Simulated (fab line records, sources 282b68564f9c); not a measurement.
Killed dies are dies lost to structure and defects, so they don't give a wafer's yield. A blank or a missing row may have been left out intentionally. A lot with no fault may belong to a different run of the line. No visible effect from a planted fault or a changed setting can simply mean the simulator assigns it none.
fab line records | flow rit-cmos
[record] lots = 13 wafers = 39 last-day = 7
route steps=202 shown GATE@84 M1@202
lots that met no fault: from a run of the same line without faults
start-h: hours from the record's first day to the start of the lot's first wafer shown | wait-h: hours elapsed since this lot's preceding step | " the same as in the row above | L1.1+2: a single row standing in for several wafers | - value missing, or start not given | * or withheld: withheld | < > ~ a bound
route shown NAME@n: names a module that has steps shown in the file, with the first one's number in the route | usual: mean/standard deviation of fault-free wafers | same: alike in all rows | chamber/n: place in a boat | sites: each site's reading | _std_site: standard deviation across them | _edge_site: the outer-site mean with the inner-site mean subtracted | radius-mm: for every site, how far away it sits from the centre of the wafer | mask NAME#n: copy n | behind: the tool/chamber that last shaped the wafer | hold: what put the lot on hold/how long, in hours/how the hold closed | device: which transistor (n, p or np) failed to switch | end of line: the tests these same wafers got at the end of their route | a step with no rows: only its recipe | killed: dies lost to structure and defects at the first sort, not the wafer's yield | map: shows each die of a wafer: x if killed, . if not, _ if none is there
set.NAME: setting as actually run; set.NAME@STEP: the setting as run at that earlier step | model.NAME: the simulator's own value behind a step, which no gauge read
the route's steps for a sample of lots (tables are steps, rows are wafers)
services: when a tool's chamber went out of use (start-h, in hours from the record's first day, below 0 if earlier), for how many hours, and the reason
[[steps]]
[step RIT_GATE_CVD_08]
[recipe] material = poly-Si target-thk-nm = 250 temp-c = 610 precursor = SiH4 time-s = 2220 pressure-mtorr = 300 sih4-flow-sccm = 100
[usual] spike-tc-centre-C = 612.6/1.3 spike-tc-load-C = 632/3.1 spike-tc-source-C = 632.5/2.2 susceptor-temp-C = 610.08/0.28
// columns lot.wafer tool chamber start-h wait-h spike-tc-centre-C spike-tc-load-C spike-tc-source-C susceptor-temp-C
L334.1 lpcvd-02 0 38.15 0.1 613.1 637 631.5 610.53
L334.4 " 0 " " 614.0 640 633.0 610.32
L334.5 " 0 " " 612.7 638 631.1 610.26
L335.1 lpcvd-01 1 39.44 0.1 613.5 630 631.5 609.54
L335.3 " 1 " " 612.3 630 630.5 609.82
L335.6 " 1 " " 614.2 628 631.1 610.02
L337.2 lpcvd-01 1 50.89 1.0 613.0 629 634.4 609.62
L337.3 " 1 " " 613.4 632 630.7 610.03
L337.5 " 1 " " 613.4 631 634.1 609.73
L340.1 lpcvd-01 0 66.47 0.1 625.8 650 644.3 625.30
L340.3 " 0 " " 627.9 650 646.0 625.30
L340.6 " 0 " " 624.8 648 644.1 625.11
L342.2 lpcvd-02 1 76.69 0.0 613.5 630 636.0 610.05
L342.4 " 1 " " 614.2 630 635.9 610.46
L342.5 " 1 " " 612.4 630 633.7 610.64
L348.1 lpcvd-02 1 109.34 1.7 613.2 630 635.3 610.09
L348.5 " 1 " " 613.8 629 633.8 610.19
L348.6 " 1 " " 612.6 632 633.7 610.10
L350.2 lpcvd-02 1 115.17 0.0 612.4 632 633.7 610.27
L350.3 " 1 " " 613.2 631 634.8 610.25
L350.4 " 1 " " 613.1 631 635.5 609.88
L351.3 lpcvd-02 0 124.46 0.0 612.4 639 630.8 610.15
L351.5 " 0 " " 613.7 640 631.7 610.31
L351.6 " 0 " " 611.6 639 632.4 609.79
L352.2 lpcvd-01 1 127.85 0.2 613.6 630 630.5 610.60
L352.3 " 1 " " 614.3 630 632.6 610.44
L352.5 " 1 " " 613.6 631 632.6 610.44
L353.3 lpcvd-02 1 129.89 0.0 612.2 631 636.3 609.91
L353.4 " 1 " " 613.1 630 635.4 610.50
L353.6 " 1 " " 613.8 631 636.8 609.87
L354.1 lpcvd-01 1 137.68 0.1 613.6 630 631.6 610.07
L354.4 " 1 " " 614.6 630 631.5 609.92
L354.6 " 1 " " 611.7 631 633.2 610.06
L355.2 lpcvd-02 1 143.59 0.0 612.0 629 633.9 609.87
L355.5 " 1 " " 613.1 629 633.9 610.32
L355.6 " 1 " " 612.8 631 635.5 609.85
L356.1 lpcvd-01 0 146.92 0.1 612.1 636 629.3 609.73
L356.3 " 0 " " 609.9 635 628.9 610.12
L356.4 " 0 " " 610.8 635 629.0 609.71
[step RIT_GATE_THK_MEAS_09]
[recipe] reads = poly-Si_of_GATE_CVD_08
[usual] GATE_POLY_THK = 250.5/2.6
// columns lot.wafer tool chamber start-h wait-h GATE_POLY_THK[nm]
L334.1 film-metro-01 - 40.57 0.0 247.2
L334.4 " - " " 247.4
L334.5 " - " " 249.7
L335.1 film-metro-03 - 41.06 0.0 250.7
L335.3 " - " " 249.7
L335.6 " - " " 250.4
L337.2 film-metro-01 - 52.51 0.0 251.3
L337.3 " - " " 248.4
L337.5 " - " " 250.5
L340.1 film-metro-03 - 68.08 0.0 358.1
L340.3 " - " " 354.7
L340.6 " - " " 358.5
L342.2 film-metro-02 - 79.12 0.0 248.9
L342.4 " - " " 247.0
L342.5 " - " " 247.1
L348.1 film-metro-01 - 111.76 0.0 247.5
L348.5 " - " " 247.7
L348.6 " - " " 247.8
L350.2 film-metro-03 - 117.60 0.0 248.6
L350.3 " - " " 248.1
L350.4 " - " " 249.1
L351.3 film-metro-02 - 126.90 0.0 249.3
L351.5 " - " " 249.7
L351.6 " - " " 247.1
L352.2 film-metro-01 - 129.48 0.0 252.6
L352.3 " - " " 254.3
L352.5 " - " " 252.4
L353.3 film-metro-01 - 132.34 0.0 249.0
L353.4 " - " " 247.4
L353.6 " - " " 249.1
L354.1 film-metro-02 - 139.30 0.0 255.9
L354.4 " - " " 253.5
L354.6 " - " " 255.2
L355.2 film-metro-01 - 145.22 0.0 247.9
L355.5 " - " " 248.7
L355.6 " - " " 248.6
L356.1 film-metro-01 - 148.54 0.0 253.3
L356.3 " - " " 254.3
L356.4 " - " " 253.1
[step RIT_GATE_ETCH_19]
[recipe] chemistry = SF6/CHF3/O2 time-s = 165 SF6_flow_sccm = 30 CHF3_flow_sccm = 30 O2_flow_sccm = 5 target = poly-Si pressure-mtorr = 40 rf-w = 160 target-depth-a = 3125 over-etch-frac = 0.25 stop-on = SiO2
[usual] drypump-motor-current-A = 5.7/0.46 oes-product-au = 0.840/0.013 throttle-valve-pct = 10.21/0.16
// columns lot.wafer tool chamber start-h wait-h drypump-motor-current-A oes-product-au rf-hours-counter-h throttle-valve-pct
L334.1 rie-si-01 0 41.79 0.1 5.7 0.842 75 10.02
L334.4 " 1 " " 5.6 0.821 - 10.01
L334.5 " 0 " " 5.7 0.864 - 10.02
L335.1 rie-si-02 0 42.27 0.1 6.7 0.856 3 10.46
L335.3 " 3 " " 5.4 0.841 49 10.19
L335.6 " 2 " " 5.6 0.831 - 10.28
L337.2 rie-si-02 0 53.79 0.1 6.7 0.856 4 10.44
L337.3 " 3 " " 5.4 0.825 49 10.18
L337.5 " 2 " " 5.6 0.838 - 10.28
L340.1 rie-si-01 3 69.30 0.1 5.0 0.946 46 10.17
L340.3 " 0 " " 5.7 0.990 75 10.03
L340.6 " 1 " " 5.7 1.001 - 10.00
L342.2 rie-si-01 1 80.33 0.1 5.7 0.820 85 9.99
L342.4 " 2 " " 5.4 0.847 0 10.31
L342.5 " 1 " " 5.7 0.823 - 9.98
L348.1 rie-si-01 3 112.98 0.1 5.0 0.820 46 10.19
L348.5 " 0 " " 5.8 0.851 - 10.04
L348.6 " 1 " " 5.7 0.826 - 10.00
L350.2 rie-si-01 0 118.89 0.1 5.8 0.854 76 10.02
L350.3 " 3 " " 5.0 0.826 46 10.17
L350.4 " 1 " " 5.7 0.819 86 10.00
L351.3 rie-si-02 2 128.23 0.1 5.6 0.827 35 10.27
L351.5 " 2 " " 5.6 0.834 - 10.27
L351.6 " 3 " " 5.4 0.837 - 10.18
L352.2 rie-si-01 1 131.01 0.1 5.7 0.835 86 10.00
L352.3 " 2 " " 5.4 0.859 0 10.32
L352.5 " 2 " " 5.4 0.838 - 10.32
L353.3 rie-si-02 1 133.53 0.1 5.8 0.831 1 10.36
L353.4 " 3 " " 5.4 0.839 49 10.20
L353.6 " 0 " " 6.7 0.859 - 10.45
L354.1 rie-si-01 1 140.52 0.1 5.6 0.844 86 10.01
L354.4 " 2 " " 5.4 0.855 1 10.30
L354.6 " 3 " " 5.0 0.839 - 10.16
L355.2 rie-si-02 2 146.55 0.1 5.6 0.834 35 10.29
L355.5 " 0 " " 6.7 0.850 - 10.45
L355.6 " 3 " " 5.4 0.840 - 10.19
L356.1 rie-si-01 1 149.94 0.1 5.7 0.830 86 10.00
L356.3 " 2 " " 5.4 0.850 1 10.33
L356.4 " 0 " " 5.7 0.857 76 10.02
[step RIT_M1_PROBE_99]
[usual] killed-at-contacts = 0.1/0.34 killed-at-front-end = 6.6/2.7 killed-dies = 6.7/2.7 killed-on-rim = 1.8/1.3 killed-open = 3.5/1.9 killed-short = 3.1/1.8
[same] gross-dies = 264 killed_at_M0_to_M3 = 0 killed_at_M4_up = 0 killed-at-back-side = 0 killed-at-other = 0
// columns lot.wafer tool chamber start-h wait-h killed-at-contacts killed-at-front-end killed-dies killed-on-rim killed-open killed-short
L334.1 prober-01 - 61.99 0.1 0 6 6 1 3 3
L334.4 prober-01 - 62.14 0.2 0 3 3 1 2 1
L334.5 prober-01 - 62.19 0.2 0 7 7 0 3 4
L340.1 prober-01 - 90.24 0.1 0 264 264 70 0 3
L340.3 prober-01 - 90.34 0.2 0 264 264 70 1 3
L340.6 prober-01 - 90.49 0.2 0 264 264 70 1 1
L348.1 prober-02 - 135.74 0.1 0 5 5 3 5 0
L348.5 prober-02 - 135.94 0.2 0 6 6 0 5 1
L348.6 prober-02 - 135.99 0.2 0 5 5 3 1 4
L350.2 prober-01 - 138.73 0.1 0 6 6 1 4 2
L350.3 prober-01 - 138.78 0.2 0 7 7 0 1 6
L350.4 prober-01 - 138.83 0.2 0 6 6 3 4 2
L353.3 prober-02 - 154.12 0.2 1 7 8 2 6 2
L353.4 prober-02 - 154.17 0.2 0 7 7 3 5 2
L353.6 prober-02 - 154.27 0.2 2 8 10 3 6 4
// killed by level:class
L334.1 GATE:geometric-particle:short=2 SPACER:geometric-particle:open=2 GATE:geometric-particle:open=1 SILICIDE:geometric-particle:short=1
L334.4 FOX2:geometric-particle:short=1 GATE:geometric-particle:open=1 SPACER:geometric-particle:open=1
L334.5 SPACER:geometric-particle:short=2 SILICIDE:geometric-particle:open=2 FOX2:geometric-particle:short=1 GATE:geometric-particle:short=1 SPACER:geometric-particle:open=1
L340.1 GATE:area-etch=261 FOX1:geometric-particle:short=1 GATE:geometric-particle:short=1 SILICIDE:geometric-particle:short=1
L340.3 GATE:area-etch=260 FOX1:geometric-particle:short=1 GATE:geometric-particle:open=1 GATE:geometric-particle:short=1 SILICIDE:geometric-particle:short=1
L340.6 GATE:area-etch=262 FOX1:geometric-particle:short=1 GATE:geometric-particle:open=1
L348.1 GATE:geometric-particle:open=3 FOX1:geometric-particle:open=1 SILICIDE:geometric-particle:open=1
L348.5 REOX:geometric-particle:open=3 SPACER:geometric-particle:open=1 SILICIDE:geometric-particle:short=1 SILICIDE:geometric-particle:open=1
L348.6 GATE:geometric-particle:short=2 FOX1:geometric-particle:short=1 GATE:geometric-particle:open=1 REOX:geometric-particle:short=1
L350.2 GATE:geometric-particle:short=2 FOX2:geometric-particle:open=1 GATE:geometric-particle:open=1 SPACER:geometric-particle:open=1 SILICIDE:geometric-particle:open=1
L350.3 GATE:geometric-particle:short=4 GATE:geometric-particle:open=1 SPACER:geometric-particle:short=1 SILICIDE:geometric-particle:short=1
L350.4 FOX1:geometric-particle:open=2 GATE:geometric-particle:short=2 FOX2:geometric-particle:open=1 GATE:geometric-particle:open=1
L353.3 GATE:geometric-particle:open=2 FOX2:geometric-particle:short=1 REOX:geometric-particle:open=1 SPACER:geometric-particle:open=1 SPACER:geometric-particle:short=1 SILICIDE:geometric-particle:open=1 CONTACT:geometric-particle:open=1
L353.4 FOX1:geometric-particle:open=2 FOX1:geometric-particle:short=2 SPACER:geometric-particle:open=2 GATE:geometric-particle:open=1
L353.6 GATE:geometric-particle:open=3 GATE:geometric-particle:short=3 FOX1:geometric-particle:open=1 SILICIDE:geometric-particle:open=1 CONTACT:geometric-particle:open=1 CONTACT:geometric-particle:short=1
[[services]]
// columns tool chamber start-h hours kind
lpcvd-01 - 20.01 0.7 repair
rie-si-02 1 29.29 - clean
rie-si-02 1 29.29 14.8 scheduled-down
rie-si-02 1 29.29 14.8 vent-cycle
lpcvd-02 - 35.14 2.6 repair
rie-si-01 2 36.80 - clean
rie-si-01 2 36.80 32.7 scheduled-down
rie-si-01 2 36.80 32.7 vent-cycle
lpcvd-02 - 53.26 6.0 pm
rie-si-01 0 65.01 3.8 repair
rie-si-01 3 91.23 8.8 repair
lpcvd-02 - 134.99 0.3 repair
rie-si-02 3 149.43 3.9 repair
[[key]]
[first-sign] step = RIT_GATE_CVD_08 reading = susceptor-temp-C direction = up sigmas = 54 usual = * struck = *
[effect] step = RIT_GATE_CVD_08 reading = spike-tc-centre-C direction = up sigmas = 10 usual = 612.6 struck = 626.2
[effect] step = RIT_GATE_THK_MEAS_09 reading = GATE_POLY_THK direction = up sigmas = 42 usual = 250.5 struck = 357.1
[effect] step = RIT_GATE_ETCH_19 reading = oes-product-au direction = up sigmas = 10 usual = 0.840 struck = 0.979
[effect] step = RIT_M1_PROBE_99 reading = killed-at-front-end direction = up sigmas = 95 usual = 6.6 struck = 264
[more-kills-born-at] RIT_GATE_ETCH_19@rie-si-01 = 783
met-at RIT_GATE_CVD_08
struck-lots L340
struck-wafers L340.1,L340.3,L340.6
later-rows-left-out L340.1,L340.3,L340.6
tester-left-out L340
[fault] kind = process-parameter-drift tool = lpcvd-01 chamber = 0 onset-h = 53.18 steps = RIT_GATE_CVD_08 channel = temp-c offset = * shape = step end-h = 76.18 acts-in = * stated = *
// tester-left-out: of these lots the tester's yield and bins aren't shown, on N5 and GAA mostly nor the transistor test; their killed dies are dies lost to structure and defects alone, not to doping, threshold or leakage, so they don't give the yield
// later-rows-left-out: the simulator's readings of these wafers behind a module that went badly wrong aren't trusted and aren't shown, but for the sort
